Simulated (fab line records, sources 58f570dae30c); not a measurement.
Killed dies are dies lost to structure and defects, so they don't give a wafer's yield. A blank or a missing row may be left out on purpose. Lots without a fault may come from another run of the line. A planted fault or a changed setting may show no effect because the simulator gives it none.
Which tool did it? | flow berkeley_cmos170 | 15 lots, 45 wafers sampled, at 4 steps of a route of 331

WHAT THE GAUGES READ, wafer by wafer
UCB170_M2_THK_MEAS_03: measures by xrf. Usual: M2_AL_THK 897 nm, standard deviation 12.
lot  | measured     | on            | M2_AL_THK (nm) | flag
L885 | day 8 14:07  | film_metro-02 | 872 878 907    |
L887 | day 9 06:23  | film_metro-01 | 923 895 917    |
L886 | day 9 05:11  | film_metro-02 | 905 881 882    |
L888 | day 10 04:42 | film_metro-02 | 871 878 892    |
L890 | day 9 23:57  | film_metro-01 | 899 893 878    |
L889 | day 10 03:41 | film_metro-04 | 907 902 891    |
L893 | day 10 03:35 | film_metro-02 | 902 886 900    |
L891 | day 10 03:26 | film_metro-01 | 891 907 898    |
L895 | day 10 09:14 | film_metro-01 | 902 889 901    |
L897 | day 10 22:58 | film_metro-04 | 890 906 888    |
L899 | day 11 15:04 | film_metro-04 | 912 895 888    |
L902 | day 12 08:18 | film_metro-02 | 894 879 886    |
L903 | day 12 08:35 | film_metro-02 | 887 893 878    |
L905 | day 12 19:31 | film_metro-01 | 904 895 904    |
L906 | day 12 17:07 | film_metro-02 | 892 888 885    |

UCB170_M2_CD_MEAS_90: target cd 700 nm. Usual: cd_nm 700.7 nm, standard deviation 2.9.
lot  | measured     | on        | cd_nm (nm)        | flag
L885 | day 8 16:37  | cd_sem-02 | 701.5 703.7 703.6 |
L887 | day 9 08:55  | cd_sem-02 | 705.1 703.8 707.1 |
L886 | day 9 07:49  | cd_sem-01 | 706.4 708.1 710.2 |
L888 | day 10 08:45 | cd_sem-02 | 697.1 698.5 700.6 |
L890 | day 10 02:28 | cd_sem-01 | 702.5 699.3 698.8 |
L889 | day 10 07:18 | cd_sem-02 | 700.0 706.6 704.1 |
L893 | day 10 07:14 | cd_sem-01 | 698.0 698.4 697.8 |
L891 | day 10 06:58 | cd_sem-02 | 704.0 700.4 703.4 |
L895 | day 10 11:52 | cd_sem-01 | 699.5 702.4 700.3 |
L897 | day 11 02:46 | cd_sem-02 | 702.7 697.3 700.3 |
L899 | day 11 17:35 | cd_sem-01 | 699.5 699.6 702.2 |
L902 | day 12 10:39 | cd_sem-01 | 702.2 699.9 699.3 |
L903 | day 12 10:52 | cd_sem-02 | 699.5 703.8 701.5 |
L905 | day 12 21:46 | cd_sem-01 | 698.4 698.9 700.5 |
L906 | day 12 19:16 | cd_sem-01 | 700.0 696.7 696.9 |

WHICH TOOL RAN EACH LOT (tool, then ch and the chambers of the sampled wafers, then the start)
lot  | UCB170_PWELL_STRIP_16               | UCB170_SILICIDE_PRE_CLEAN_00
L885 | plasma_asher-04 ch 0,1, day 3 15:10 | pvd_sputter-02, day 8 02:13
L887 | plasma_asher-02 ch 0,1, day 3 22:12 | pvd_sputter-01, day 8 16:23
L886 | plasma_asher-03 ch 0,1, day 4 00:40 | pvd_sputter-04, day 8 16:05
L888 | plasma_asher-04 ch 0, day 4 17:31   | pvd_sputter-04, day 9 14:14
L890 | plasma_asher-02 ch 0,1, day 4 17:56 | pvd_sputter-02, day 9 12:24
L889 | plasma_asher-03 ch 0,1, day 4 18:12 | pvd_sputter-04, day 9 13:27
L893 | plasma_asher-03 ch 0,1, day 4 18:26 | pvd_sputter-02, day 9 13:51
L891 | plasma_asher-02 ch 0,1, day 4 22:38 | pvd_sputter-01, day 9 13:17
L895 | plasma_asher-03 ch 0,1, day 5 07:32 | pvd_sputter-01, day 9 20:35
L897 | plasma_asher-04 ch 0,1, day 5 23:13 | pvd_sputter-01, day 10 10:10
L899 | plasma_asher-02 ch 0,1, day 6 10:46 | pvd_sputter-01, day 11 00:42
L902 | plasma_asher-03 ch 0,1, day 7 01:23 | pvd_sputter-04, day 11 16:34
L903 | plasma_asher-02 ch 0,1, day 7 01:40 | pvd_sputter-02, day 11 16:56
L905 | plasma_asher-03 ch 0,1, day 7 21:19 | pvd_sputter-04, day 12 05:25
L906 | plasma_asher-02 ch 0,1, day 7 21:26 | pvd_sputter-02, day 12 04:59
- UCB170_PWELL_STRIP_16: strips in O2.
- UCB170_SILICIDE_PRE_CLEAN_00: preclean etch time 60 s.

WHAT THE TOOLS THEMSELVES READ (means of the sampled wafers that have a number; where no wafer has one, the mark that the record gives instead)
UCB170_PWELL_STRIP_16. Usual: drypump_motor_current_A 6.0 A, standard deviation 0.43; oes_product_au 0.721 a.u., standard deviation 0.0046; strip_time_to_endpoint_s 18.07 s, standard deviation 0.076.
lot  | tool            | drypump_motor_current_A (A) | oes_product_au (a.u.) | strip_time_to_endpoint_s (s) | flag
L885 | plasma_asher-04 | 6.3                         | 0.719                 | 18.03                        |
L887 | plasma_asher-02 | 6.1                         | 0.718                 | 18.09                        |
L886 | plasma_asher-03 | 5.4                         | 0.722                 | 18.05                        |
L888 | plasma_asher-04 | 6.6                         | 0.728                 | 18.05                        |
L890 | plasma_asher-02 | 6.0                         | 0.721                 | 18.09                        |
L889 | plasma_asher-03 | 5.5                         | 0.722                 | 18.16                        |
L893 | plasma_asher-03 | 5.5                         | 0.727                 | 18.13                        |
L891 | plasma_asher-02 | 6.1                         | 0.720                 | 18.02                        |
L895 | plasma_asher-03 | 5.4                         | 0.721                 | 18.09                        |
L897 | plasma_asher-04 | 6.3                         | 0.725                 | 18.16                        |
L899 | plasma_asher-02 | 6.2                         | 0.718                 | 18.06                        |
L902 | plasma_asher-03 | 5.4                         | 0.719                 | 17.92                        |
L903 | plasma_asher-02 | 6.2                         | 0.721                 | 18.06                        |
L905 | plasma_asher-03 | 5.4                         | 0.719                 | 18.15                        |
L906 | plasma_asher-02 | 6.2                         | 0.724                 | 18.10                        |

THE ANSWER, worked out from the rows above alone
Rule: a lot is off if the mean of its wafers that have a number lies more than 3 standard deviations from the usual mean. A lot without any number at a reading at which 4 lots or more have one is off too. The other lots that the step has rows for count as sound. The gauges are gone through in route order, then the tools' own readings, and for those a lot's mean is taken as printed above. The first step at which some lot is off is used, and at that step the reading that is off furthest; a lot without a number counts as furthest.
No lot is off at any reading shown: from this, nothing can be told.

WHAT THE SIMULATOR HAD PUT IN
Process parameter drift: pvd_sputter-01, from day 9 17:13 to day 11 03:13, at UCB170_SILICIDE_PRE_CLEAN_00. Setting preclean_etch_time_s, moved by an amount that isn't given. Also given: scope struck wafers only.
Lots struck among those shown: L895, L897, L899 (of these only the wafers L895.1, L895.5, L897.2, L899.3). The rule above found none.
